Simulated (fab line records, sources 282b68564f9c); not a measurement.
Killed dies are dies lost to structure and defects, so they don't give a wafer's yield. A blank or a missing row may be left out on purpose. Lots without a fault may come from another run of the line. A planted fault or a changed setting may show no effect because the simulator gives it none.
One fault seen from 2 desks | flow rit_cmos | each desk has only its own numbers; what lay behind them comes last

THE METROLOGY DESK
What the gauges read, lot by lot, whatever tool the lot ran on: means of the sampled wafers that have a number. A lot is out of limits, marked OUT, if its mean lies more than 4 standard deviations from the usual mean; the brackets give that distance.
Columns: A = PSD_OVL at RIT_PSD_OVL_MEAS_06, usual -0.6 nm; B = CONTACT_TEOS_THK at RIT_CONTACT_THK_MEAS_01, usual 399 nm
lot  | first seen here | A    | B
L395 | day 3 00:13     | -1.4 | 398
L397 | day 3 11:39     | -0.3 | 403
L398 | day 3 16:07     | 0.8  | 402
L399 | day 3 22:47     | -0.5 | 398
L400 | day 4 03:20     | 0.1  | 398
L401 | day 4 07:41     | 0.1  | 399
L402 | day 4 11:41     | -2.9 | 398
L403 | day 5 02:25     | 0.0  | 393
L410 | day 6 08:28     | -0.7 | 470 (+13) OUT
L414 | day 6 23:38     | 1.2  | 397
L415 | day 7 04:29     | -3.6 | 398
L416 | day 7 08:59     | -0.6 | 402
L418 | day 7 23:07     | 0.7  | 397
This desk's finding: out of limits on L410; first on L410, day 6 10:34 (CONTACT_TEOS_THK at RIT_CONTACT_THK_MEAS_01). In limits: L395, L397, L398, L399, L400, L401, L402, L403, L414, L415, L416, L418.

THE TOOL OWNER'S DESK: pecvd-02
The tool's own readings at RIT_CONTACT_CVD_00 (deposits SiO2 from TEOS, target thk 400 nm, time 61 s): means of the sampled wafers that have a number, for each lot that ran on this tool. A lot is out of limits, marked OUT, if its mean lies more than 4 standard deviations from the usual mean; the brackets give that distance.
Columns: A = heater_power_w at RIT_CONTACT_CVD_00, usual 336 W
lot  | first seen here | A
L395 | day 3 02:16     | 255
L398 | day 3 18:10     | 323
L401 | day 4 09:41     | 306
L410 | day 6 10:30     | 369
This desk's finding: nothing out of limits on any of the 4 lots.

PUT TOGETHER
The metrology desk could have raised an alarm at day 6 10:34, on L410.
The tool owner's desk saw nothing out of limits.
The tool owner's desk has L410 on record, within its limits.
Of the lots named, all ran RIT_CONTACT_CVD_00 on pecvd-02.

WHAT THE SIMULATOR HAD PUT IN
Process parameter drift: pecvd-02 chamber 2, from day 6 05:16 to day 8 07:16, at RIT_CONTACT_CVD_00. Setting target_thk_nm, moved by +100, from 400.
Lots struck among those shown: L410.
Hours from the fault's start to each desk's first reading out of limits: the metrology desk, 5.
